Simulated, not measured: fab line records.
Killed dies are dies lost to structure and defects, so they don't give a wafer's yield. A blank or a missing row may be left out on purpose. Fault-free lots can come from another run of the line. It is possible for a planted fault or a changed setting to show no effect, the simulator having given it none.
Split-lot trial || flow rit cmos || route with 202 steps; 5 lots, 23 wafers read

SPLIT DETAILS
At RIT_FOX2_WET_ETCH_03 (etches Si3N4 in H3PO4, target depth 195 nm, time 2700 s), the setting time s was moved away from the recipe's 2700 s on 20 of the 23 wafers read, by -11.3% to +11.5%. All remaining wafers had this setting at the recipe value.

The reading comes from the split's own step.

THE READING
SiO2_of_FOX2_OXIDATION_00.thk nm (the simulator's own value, which no gauge read), in nm, at RIT_FOX2_WET_ETCH_03 (etches Si3N4 in H3PO4, target depth 195 nm, time 2700 s). The file gives no usual value for it. Here, 3 wafers ran the recipe; their average is 321.8 nm with a standard deviation of 1.1 nm.

{"wafer": "L074.2", "tool, chamber at the split": "-, -", "time s as run, s": 2909, "against the recipe": "+7.7%", "SiO2_of_FOX2_OXIDATION_00.thk nm, nm": 305.9, "against lot-mates on the recipe": "no lot-mate on the recipe"}
{"wafer": "L074.3", "tool, chamber at the split": "-, -", "time s as run, s": 2909, "against the recipe": "+7.7%", "SiO2_of_FOX2_OXIDATION_00.thk nm, nm": 308.4, "against lot-mates on the recipe": "no lot-mate on the recipe"}
{"wafer": "L074.4", "tool, chamber at the split": "-, -", "time s as run, s": 2909, "against the recipe": "+7.7%", "SiO2_of_FOX2_OXIDATION_00.thk nm, nm": 305.8, "against lot-mates on the recipe": "no lot-mate on the recipe"}
{"wafer": "L074.5", "tool, chamber at the split": "-, -", "time s as run, s": 2909, "against the recipe": "+7.7%", "SiO2_of_FOX2_OXIDATION_00.thk nm, nm": 308.1, "against lot-mates on the recipe": "no lot-mate on the recipe"}
{"wafer": "L074.6", "tool, chamber at the split": "-, -", "time s as run, s": 2909, "against the recipe": "+7.7%", "SiO2_of_FOX2_OXIDATION_00.thk nm, nm": 302.2, "against lot-mates on the recipe": "no lot-mate on the recipe"}
{"wafer": "L079.1", "tool, chamber at the split": "-, -", "time s as run, s": 2584, "against the recipe": "-4.3%", "SiO2_of_FOX2_OXIDATION_00.thk nm, nm": 327.8, "against lot-mates on the recipe": "no lot-mate on the recipe"}
{"wafer": "L079.2", "tool, chamber at the split": "-, -", "time s as run, s": 2584, "against the recipe": "-4.3%", "SiO2_of_FOX2_OXIDATION_00.thk nm, nm": 320.5, "against lot-mates on the recipe": "no lot-mate on the recipe"}
{"wafer": "L079.3", "tool, chamber at the split": "-, -", "time s as run, s": 2584, "against the recipe": "-4.3%", "SiO2_of_FOX2_OXIDATION_00.thk nm, nm": 324.4, "against lot-mates on the recipe": "no lot-mate on the recipe"}
{"wafer": "L079.5", "tool, chamber at the split": "-, -", "time s as run, s": 2584, "against the recipe": "-4.3%", "SiO2_of_FOX2_OXIDATION_00.thk nm, nm": 331.6, "against lot-mates on the recipe": "no lot-mate on the recipe"}
{"wafer": "L079.6", "tool, chamber at the split": "-, -", "time s as run, s": 2584, "against the recipe": "-4.3%", "SiO2_of_FOX2_OXIDATION_00.thk nm, nm": 325.1, "against lot-mates on the recipe": "no lot-mate on the recipe"}
{"wafer": "L081.1", "tool, chamber at the split": "-, -", "time s as run, s": 2395, "against the recipe": "-11.3%", "SiO2_of_FOX2_OXIDATION_00.thk nm, nm": 345.3, "against lot-mates on the recipe": "no lot-mate on the recipe"}
{"wafer": "L081.2", "tool, chamber at the split": "-, -", "time s as run, s": 2395, "against the recipe": "-11.3%", "SiO2_of_FOX2_OXIDATION_00.thk nm, nm": 339.7, "against lot-mates on the recipe": "no lot-mate on the recipe"}
{"wafer": "L081.4", "tool, chamber at the split": "-, -", "time s as run, s": 2395, "against the recipe": "-11.3%", "SiO2_of_FOX2_OXIDATION_00.thk nm, nm": 341.3, "against lot-mates on the recipe": "no lot-mate on the recipe"}
{"wafer": "L081.5", "tool, chamber at the split": "-, -", "time s as run, s": 2395, "against the recipe": "-11.3%", "SiO2_of_FOX2_OXIDATION_00.thk nm, nm": 344.9, "against lot-mates on the recipe": "no lot-mate on the recipe"}
{"wafer": "L081.6", "tool, chamber at the split": "-, -", "time s as run, s": 2395, "against the recipe": "-11.3%", "SiO2_of_FOX2_OXIDATION_00.thk nm, nm": 339.5, "against lot-mates on the recipe": "no lot-mate on the recipe"}
{"wafer": "L082.2", "tool, chamber at the split": "-, -", "time s as run, s": 3011, "against the recipe": "+11.5%", "SiO2_of_FOX2_OXIDATION_00.thk nm, nm": 321.6, "against lot-mates on the recipe": "no lot-mate on the recipe"}
{"wafer": "L082.3", "tool, chamber at the split": "-, -", "time s as run, s": 3011, "against the recipe": "+11.5%", "SiO2_of_FOX2_OXIDATION_00.thk nm, nm": 308.8, "against lot-mates on the recipe": "no lot-mate on the recipe"}
{"wafer": "L082.4", "tool, chamber at the split": "-, -", "time s as run, s": 3011, "against the recipe": "+11.5%", "SiO2_of_FOX2_OXIDATION_00.thk nm, nm": 316.1, "against lot-mates on the recipe": "no lot-mate on the recipe"}
{"wafer": "L082.5", "tool, chamber at the split": "-, -", "time s as run, s": 3011, "against the recipe": "+11.5%", "SiO2_of_FOX2_OXIDATION_00.thk nm, nm": 316.1, "against lot-mates on the recipe": "no lot-mate on the recipe"}
{"wafer": "L082.6", "tool, chamber at the split": "-, -", "time s as run, s": 3011, "against the recipe": "+11.5%", "SiO2_of_FOX2_OXIDATION_00.thk nm, nm": 315.5, "against lot-mates on the recipe": "no lot-mate on the recipe"}
{"wafer": "L085.1", "tool, chamber at the split": "wet bench-03, 2", "time s as run, s": 2700, "against the recipe": "recipe", "SiO2_of_FOX2_OXIDATION_00.thk nm, nm": 320.5, "against lot-mates on the recipe": "-"}
{"wafer": "L085.4", "tool, chamber at the split": "wet bench-03, 2", "time s as run, s": 2700, "against the recipe": "recipe", "SiO2_of_FOX2_OXIDATION_00.thk nm, nm": 323.3, "against lot-mates on the recipe": "-"}
{"wafer": "L085.6", "tool, chamber at the split": "wet bench-03, 2", "time s as run, s": 2700, "against the recipe": "recipe", "SiO2_of_FOX2_OXIDATION_00.thk nm, nm": 321.7, "against lot-mates on the recipe": "-"}

THE FIT
A straight line over all 23 wafers: SiO2_of_FOX2_OXIDATION_00.thk nm changes by -1.32 nm for each +1% of time s; r = -0.88; the points scatter about the line by 6.4 nm.
Too few moved wafers with a lot-mate on the recipe to fit a line net of each lot's own level.

THE FILE'S OWN FIT
SiO2_of_FOX2_OXIDATION_00.thk nm changes by -1.32 nm for each +1% of time s, r = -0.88.
